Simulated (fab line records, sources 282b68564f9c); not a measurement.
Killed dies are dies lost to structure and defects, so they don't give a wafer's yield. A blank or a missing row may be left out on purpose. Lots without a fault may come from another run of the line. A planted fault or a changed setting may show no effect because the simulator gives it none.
fab line records | flow rit_cmos
record lots=9 wafers=27 last_day=7
route steps=202 shown M1@200
lots that met no fault: from a run of the same line without faults
start_h: hours from the record's first day to the start of the lot's first wafer shown | wait_h: hours since the lot's step before | " the same as in the row above | L1.1+2: a row that stands for several wafers | - no value, or no start given | * or withheld: withheld | < > ~ a bound
route shown NAME@n: a module of which the file shows steps, and the number in the route of the first | usual: mean/standard deviation of fault-free wafers | same: alike in all rows | chamber/n: place in a boat | sites: the reading at each site | _std_site: their standard deviation | _edge_site: outer sites' mean less inner sites' | radius_mm: how far each site lies from the wafer's centre | mask NAME#n: copy n | behind: the tool/chamber that last shaped the wafer | hold: why the lot was held/for how many hours/how that ended | device: the transistor (n, p or np) that didn't switch | end of line: the same wafers' tests at the end of the route | a step without rows: its recipe alone | killed: dies lost to structure and defects at the first sort, not the wafer's yield | map: a wafer's dies, x killed, . not, _ none there
set.NAME: the setting as run; set.NAME@STEP: as run at that earlier step | model.NAME: the simulator's own value behind a step, which no gauge read
steps of the route over a sample of lots; a table a step, a row a wafer
services: from which hour (start_h, from the record's first day; less than 0 if before it) a tool's chamber was out of use, for how many hours, and why
## steps
# step RIT_M1_ANNEAL_15
# recipe temp_c=450 time_s=1800 ambient=forming_gas_H2N2
# usual spike_tc_centre_C=451.8/0.97 spike_tc_load_C=465.8/0.91 spike_tc_source_C=474.4/1.1 tube_center_temp_C=450/0.039 tube_center_temp_C_max=451.17/0.19 zone_power_centre_pct=21.10/0.22 zone_power_load_pct=6.40/0.06 zone_power_source_pct=8.19/0.078
# columns lot.wafer tool chamber start_h wait_h spike_tc_centre_C spike_tc_load_C spike_tc_source_C tube_center_temp_C tube_center_temp_C_max zone_power_centre_pct zone_power_load_pct zone_power_source_pct
L848.1 furnace-02 0 58.57 0.1 451.4 466.0 473.7 450.03 451.29 21.63 6.40 8.23
L848.2 " 0 " " 451.9 467.8 472.3 450.03 451.08 20.82 6.45 8.07
L848.4 " 0 " " 450.2 464.9 474.8 450.03 451.16 21.08 6.42 8.25
L849.1 furnace-02 0 67.41 0.1 452.4 466.0 474.2 449.92 451.20 21.05 6.50 8.18
L849.2 " 0 " " 451.9 465.4 475.2 449.99 451.06 20.76 6.46 8.20
L849.6 " 0 " " 450.5 465.3 476.9 449.97 451.45 21.00 6.38 8.17
L850.2 furnace-02 0 71.53 0.1 452.5 466.5 475.9 450 451.05 21.09 6.48 8.03
L850.4 " 0 " " 450.4 465.3 474.4 450.02 451.24 21.22 6.46 8.15
L850.6 " 0 " " 451.3 465.1 473.7 450 451.06 21.38 6.48 8.10
L851.1 furnace-02 0 77.08 0.1 451.0 466.4 475.3 449.95 451.07 21.24 6.40 8.14
L851.4 " 0 " " 453.0 465.2 473.9 449.98 451.18 21.23 6.41 8.30
L851.6 " 0 " " 450.6 464.5 475.9 449.89 450.78 20.86 6.42 8.14
L852.1 furnace-02 0 79.52 0.1 452.2 467.1 474.2 449.94 451.00 21.24 6.36 8.25
L852.3 " 0 " " 453.4 464.5 475.8 449.94 450.76 21.20 6.33 8.11
L852.4 " 0 " " 452.5 466.5 474.7 449.93 451.41 21.37 6.40 8.20
L853.1 furnace-02 0 84.92 0.1 496.3 510.9 520.8 495 496.20 23.02 7.48 9.44
L853.3 " 0 " " 497.4 510.3 519.6 495.07 496.02 23.66 7.37 9.57
L853.5 " 0 " " 495.6 510.5 519.8 494.95 496.20 23.77 7.45 9.55
L854.1 furnace-02 0 91.42 0.1 497.1 510.9 520.5 495.05 496.29 23.30 7.53 9.58
L854.3 " 0 " " 498.9 511.4 519.7 495.02 496.15 23.16 7.42 9.60
L854.6 " 0 " " 496.9 510.9 519.1 494.99 496.07 23.49 7.37 9.65
L870.1 furnace-02 0 170.84 0.1 451.3 465.5 474.3 450.01 451.31 20.99 6.32 8.13
L870.3 " 0 " " 452.5 465.9 474.2 449.97 451.23 21.43 6.36 8.33
L870.4 " 0 " " 451.4 466.5 473.1 450.03 450.88 20.95 6.29 8.14
L871.1 furnace-02 0 175.26 0.1 452.6 464.7 472.9 449.99 451.33 20.88 6.39 8.21
L871.4 " 0 " " 452.2 465.7 472.8 449.97 450.93 21.11 6.46 8.23
L871.5 " 0 " " 451.0 465.0 473.1 450.01 451.06 21.26 6.38 8.20
# step RIT_M1_PROBE_99
# usual defect_limited_yield=97.4/1 killed_at_M0_to_M3=0.0/0.12 killed_at_contacts=0.1/0.25 killed_at_front_end=6.8/2.7 killed_dies=6.8/2.7 killed_open=3.4/1.8 killed_short=3.5/1.7 sort_bin_3_pad_short=0.1/0.23 sort_bin_5_function=1.5/0.67 sort_bin_6_memory=1.0/0.67 sort_n_pass=257.2/2.7 sort_yield_pct=97.4/1
# same gross_dies=264 killed_at_M4_up=0 killed_at_back_side=0 killed_at_other=0
# columns lot.wafer tool chamber start_h wait_h defect_limited_yield[%] killed_at_M0_to_M3 killed_at_contacts killed_at_front_end killed_dies killed_open killed_short sort_bin_3_pad_short[%] sort_bin_5_function[%] sort_bin_6_memory[%] sort_n_pass sort_yield_pct[%]
L848.1 prober-01 - 60.19 0.1 98.5 0 0 4 4 2 2 0.4 0.8 0.4 260.0 98.5
L848.2 prober-01 - 60.24 0.1 98.5 0 0 4 4 4 0 0 1.1 0.4 260.0 98.5
L848.4 prober-01 - 60.34 0.2 98.1 0 0 5 5 2 3 0 1.1 0.8 259.0 98.1
L849.1 prober-02 - 69.03 0.1 96.6 0 1 8 9 5 4 0 1.9 1.5 255.0 96.6
L849.2 prober-02 - 69.08 0.1 97.3 0 1 6 7 2 5 0.8 1.5 0.4 257.0 97.3
L849.6 prober-02 - 69.28 0.2 96.6 0 0 9 9 6 3 0.8 1.1 1.5 255.0 96.6
L850.2 prober-01 - 73.20 0.1 95.8 0 0 11 11 7 4 0 3.0 1.1 253.0 95.8
L850.4 prober-01 - 73.30 0.2 97.3 0 1 6 7 4 3 0.8 1.1 0.8 257.0 97.3
L850.6 prober-01 - 73.40 0.2 98.1 0 0 5 5 3 2 0 1.5 0.4 259.0 98.1
L851.1 prober-02 - 78.70 0.1 96.6 0 0 9 9 5 4 0.4 1.9 1.1 255.0 96.6
L851.4 prober-02 - 78.85 0.2 97.3 0 0 7 7 4 3 0 1.5 1.1 257.0 97.3
L851.6 prober-02 - 78.95 0.2 98.1 0 0 5 5 0 5 0 0.8 1.1 259.0 98.1
L852.1 prober-01 - 81.14 0.1 95.1 0 0 13 13 6 7 0.4 2.3 2.3 251.0 95.1
L852.3 prober-01 - 81.24 0.2 98.9 0 0 3 3 2 1 0 0.8 0.4 261.0 98.9
L852.4 prober-01 - 81.29 0.2 98.1 0 0 5 5 2 3 0 1.1 0.8 259.0 98.1
L853.1 prober-02 - 86.54 0.1 97.3 0 0 7 7 3 4 0.4 1.5 0.8 257.0 97.3
L853.3 prober-02 - 86.64 0.2 95.8 0 0 11 11 6 5 0 1.5 2.7 253.0 95.8
L853.5 prober-02 - 86.74 0.2 93.9 0 0 16 16 8 8 0.4 1.9 3.8 248.0 93.9
L854.1 prober-01 - 93.04 0.1 98.5 0 0 4 4 4 0 0 1.5 0 260.0 98.5
L854.3 prober-01 - 93.14 0.2 96.2 0 0 10 10 4 6 0.8 1.5 1.5 254.0 96.2
L854.6 prober-01 - 93.29 0.2 98.9 0 0 3 3 1 2 0 0.8 0.4 261.0 98.9
L870.1 prober-01 - 172.46 0.1 97.0 0 0 8 8 5 3 0 2.3 0.8 256.0 97.0
L870.3 prober-01 - 172.56 0.2 95.8 0 0 11 11 6 5 0.4 0.8 3.0 253.0 95.8
L870.4 prober-01 - 172.61 0.2 98.5 0 0 4 4 1 3 0 1.1 0.4 260.0 98.5
L871.1 prober-02 - 176.88 0.1 98.1 1 0 4 5 2 3 0 1.1 0.8 259.0 98.1
L871.4 prober-02 - 177.03 0.2 95.8 0 0 11 11 7 4 0.4 1.5 2.3 253.0 95.8
L871.5 prober-02 - 177.08 0.2 97.3 0 0 7 7 3 4 0 1.5 1.1 257.0 97.3
# killed by level:class
L848.1 GATE:geometric_particle:open=1 GATE:geometric_particle:short=1 SPACER:geometric_particle:open=1 SILICIDE:geometric_particle:short=1
L848.2 SPACER:geometric_particle:open=2 GATE:geometric_particle:open=1 SILICIDE:geometric_particle:open=1
L848.4 FOX2:geometric_particle:short=2 SPACER:geometric_particle:open=2 FOX1:geometric_particle:short=1
L849.1 GATE:geometric_particle:open=2 SILICIDE:geometric_particle:open=2 FOX1:geometric_particle:short=1 GATE:geometric_particle:short=1 REOX:geometric_particle:short=1 SPACER:geometric_particle:open=1 CONTACT:geometric_particle:short=1
L849.2 GATE:geometric_particle:short=3 FOX1:geometric_particle:open=1 FOX1:geometric_particle:short=1 GATE:geometric_particle:open=1 CONTACT:geometric_particle:short=1
L849.6 FOX1:geometric_particle:open=3 SPACER:geometric_particle:open=2 REOX:geometric_particle:short=1 REOX:geometric_particle:open=1 SPACER:geometric_particle:short=1 SILICIDE:geometric_particle:short=1
L850.2 GATE:geometric_particle:open=6 FOX1:geometric_particle:short=2 GATE:geometric_particle:short=1 SPACER:geometric_particle:short=1 SILICIDE:geometric_particle:open=1
L850.4 GATE:geometric_particle:short=3 FOX1:geometric_particle:open=2 GATE:geometric_particle:open=1 CONTACT:geometric_particle:open=1
L850.6 GATE:geometric_particle:open=2 FOX2:geometric_particle:short=1 REOX:geometric_particle:open=1 SILICIDE:geometric_particle:short=1
L851.1 GATE:geometric_particle:open=2 SILICIDE:geometric_particle:open=2 FOX1:geometric_particle:open=1 GATE:geometric_particle:short=1 REOX:geometric_particle:short=1 SPACER:geometric_particle:short=1 SILICIDE:geometric_particle:short=1
L851.4 FOX1:geometric_particle:short=2 REOX:geometric_particle:open=2 FOX1:geometric_particle:open=1 REOX:geometric_particle:short=1 SPACER:geometric_particle:open=1
L851.6 GATE:geometric_particle:short=2 FOX1:geometric_particle:short=1 REOX:geometric_particle:short=1 SILICIDE:geometric_particle:short=1
L852.1 GATE:geometric_particle:open=4 GATE:geometric_particle:short=3 FOX2:geometric_particle:short=2 SILICIDE:geometric_particle:open=2 REOX:geometric_particle:short=1 SPACER:geometric_particle:short=1
L852.3 GATE:geometric_particle:open=2 FOX2:geometric_particle:short=1
L852.4 GATE:geometric_particle:short=2 FOX1:geometric_particle:short=1 FOX1:geometric_particle:open=1 GATE:geometric_particle:open=1
L853.1 GATE:geometric_particle:open=2 GATE:geometric_particle:short=2 SILICIDE:geometric_particle:short=2 REOX:geometric_particle:open=1
L853.3 GATE:geometric_particle:short=3 GATE:geometric_particle:open=2 FOX1:geometric_particle:open=1 FOX2:geometric_particle:open=1 REOX:geometric_particle:short=1 REOX:geometric_particle:open=1 SPACER:geometric_particle:open=1 SILICIDE:geometric_particle:short=1
L853.5 GATE:geometric_particle:open=6 GATE:geometric_particle:short=4 SILICIDE:geometric_particle:short=2 FOX2:geometric_particle:short=1 REOX:geometric_particle:open=1 REOX:geometric_particle:short=1 SILICIDE:geometric_particle:open=1
L854.1 FOX1:geometric_particle:open=3 SPACER:geometric_particle:open=1
L854.3 GATE:geometric_particle:short=2 REOX:geometric_particle:open=2 SILICIDE:geometric_particle:short=2 FOX1:geometric_particle:short=1 GATE:geometric_particle:open=1 SPACER:geometric_particle:open=1 SPACER:geometric_particle:short=1
L854.6 FOX2:geometric_particle:short=2 FOX2:geometric_particle:open=1
L870.1 GATE:geometric_particle:open=3 FOX1:geometric_particle:short=1 FOX2:geometric_particle:open=1 GATE:geometric_particle:short=1 SPACER:geometric_particle:open=1 SILICIDE:geometric_particle:short=1
L870.3 GATE:geometric_particle:open=4 GATE:geometric_particle:short=3 SPACER:geometric_particle:short=2 FOX1:geometric_particle:open=1 SILICIDE:geometric_particle:open=1
L870.4 SPACER:geometric_particle:short=2 SPACER:geometric_particle:open=1 SILICIDE:geometric_particle:short=1
L871.1 FOX1:geometric_particle:open=1 GATE:geometric_particle:open=1 GATE:geometric_particle:short=1 SPACER:geometric_particle:short=1 M1:geometric_particle:short=1
L871.4 GATE:geometric_particle:open=3 SPACER:geometric_particle:open=3 GATE:geometric_particle:short=2 SPACER:geometric_particle:short=2 REOX:geometric_particle:open=1
L871.5 GATE:geometric_particle:short=2 SPACER:geometric_particle:open=2 REOX:geometric_particle:open=1 REOX:geometric_particle:short=1 SPACER:geometric_particle:short=1
## services
# columns tool chamber start_h hours kind
furnace-02 - 101.36 24.3 repair
furnace-02 - 115.13 2.8 repair
## key
first_sign step=RIT_M1_ANNEAL_15 reading=tube_center_temp_C direction=up sigmas=99+ usual=* struck=*
effect step=RIT_M1_ANNEAL_15 reading=tube_center_temp_C_max direction=up sigmas=99+ usual=* struck=*
met_at RIT_M1_ANNEAL_15
struck_lots L853,L854
onset_between 79.52 84.92
fault kind=process_parameter_drift tool=furnace-02 chamber=- onset_h=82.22 steps=RIT_M1_ANNEAL_15 channel=temp_c offset=* shape=step end_h=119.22 stated=*
